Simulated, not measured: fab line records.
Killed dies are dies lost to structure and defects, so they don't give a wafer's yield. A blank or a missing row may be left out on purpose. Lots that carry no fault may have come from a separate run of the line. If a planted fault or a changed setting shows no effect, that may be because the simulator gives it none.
Which tool did it?	flow rit_cmos	Sampling: 14 lots, 42 wafers, 2 of 202 route steps

## WHAT THE GAUGES READ, wafer by wafer
RIT_NRETRO_TW_MEAS_10. Usual: NRETRO_TW gives 1046 (standard deviation 5.6).
lot	measured	on	NRETRO_TW	flag
L259	day 2 13:14	film_metro-04	1041 1040 1043	
L260	day 2 18:28	film_metro-04	1041 1037 1041	
L261	day 2 23:26	film_metro-04	1047 1040 1044	
L262	day 3 02:41	film_metro-04	1040 1047 1042	
L263	day 3 10:23	film_metro-02	1049 1046 1046	
L264	day 3 14:18	film_metro-04	1041 1046 1043	
L265	day 3 19:29	film_metro-02	1045 1052 1052	
L267	day 4 08:44	film_metro-04	1043 1048 1041	
L268	day 4 08:58	film_metro-04	1041 1041 1036	
L269	day 4 19:29	film_metro-01	1053 1047 1042	
L270	day 5 01:58	film_metro-01	1045 1054 1046	
L275	day 6 04:19	film_metro-01	1015 1020 1015	OFF
L279	day 6 18:46	film_metro-02	1031 1025 1031	OFF
L281	day 7 04:40	film_metro-01	1041 1038 1043	

## WHAT TOOL EACH LOT RAN ON (gives the tool, then ch and the chambers of the sampled wafers, and finally the start)
lot	RIT_NRETRO_IMPLANT_08
L259	implanter-04 ch 0, day 2 12:55
L260	implanter-01 ch 0, day 2 18:09
L261	implanter-01 ch 0, day 2 23:10
L262	implanter-04 ch 0, day 3 02:22
L263	implanter-03 ch 0, day 3 10:05
L264	implanter-04 ch 0, day 3 14:01
L265	implanter-01 ch 0, day 3 19:10
L267	implanter-04 ch 0, day 4 08:24
L268	implanter-03 ch 0, day 4 08:38
L269	implanter-03 ch 0, day 4 19:09
L270	implanter-01 ch 0, day 5 01:38
L275	implanter-01 ch 0, day 6 03:59
L279	implanter-01 ch 0, day 6 18:28
L281	implanter-04 ch 0, day 7 04:20
- RIT_NRETRO_IMPLANT_08

## WHAT THE TOOLS THEMSELVES READ (means of the sampled wafers that have a number; where no wafer has one, the mark that the record gives instead)
RIT_NRETRO_IMPLANT_08. Usual: beam_energy_keV 70.004, standard deviation 0.021; faraday_current_uA 31.7, standard deviation 0.54.
lot	tool	beam_energy_keV	faraday_current_uA	flag
L259	implanter-04	70.016	32.0	
L260	implanter-01	70.012	32.3	
L261	implanter-01	70.021	30.8	
L262	implanter-04	69.985	31.0	
L263	implanter-03	70.017	31.7	
L264	implanter-04	69.996	31.6	
L265	implanter-01	69.988	31.3	
L267	implanter-04	70.009	31.8	
L268	implanter-03	70.019	31.3	
L269	implanter-03	69.997	31.9	
L270	implanter-01	70.003	31.9	
L275	implanter-01	63.454	32.0	OFF
L279	implanter-01	63.486	32.0	OFF
L281	implanter-04	70.005	31.9	

## THE ANSWER, worked out from the rows above alone
Rule: take the mean of a lot's wafers that have a number; if it is more than 3 standard deviations from the usual mean, the lot is off. Also off: a lot with no number at a reading for which 4 or more lots have one. Where the step has rows for the other lots, those lots are counted as sound. The gauges are gone through in route order, then the tools' own readings, and for those a lot's mean is taken as printed above. The first step at which some lot is off is used, and at that step the reading that is off furthest; a lot without a number counts as furthest.
Off: at RIT_NRETRO_TW_MEAS_10 (NRETRO_TW), L275, L279.
A tool fits if, at a process step before that reading, it ran every lot that is off, and no sound lot after the first of them. The gauges at RIT_NRETRO_TW_MEAS_10 aren't tried: what is off there is off at RIT_NRETRO_IMPLANT_08 too, on other tools, and a gauge's error can't cause that. One fits: implanter-01 at RIT_NRETRO_IMPLANT_08. Its last sound lot is L270 (day 5 01:38), its first lot that is off L275 (day 6 03:59): a fault that began between those two fits.
On the lots that are off, the tool's own readings at RIT_NRETRO_IMPLANT_08 differ by more than 5 times the standard deviation of the sound lots' means, which bears it out; beam_energy_keV reads 63.470 there versus 70.006 on the sound lots.

## WHAT HAD BEEN PUT IN BY THE SIMULATOR
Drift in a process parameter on implanter-01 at RIT_NRETRO_IMPLANT_08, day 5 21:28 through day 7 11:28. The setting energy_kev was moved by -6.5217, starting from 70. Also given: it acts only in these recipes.
Lots struck among those shown: L275, L279. The rule above found the same.
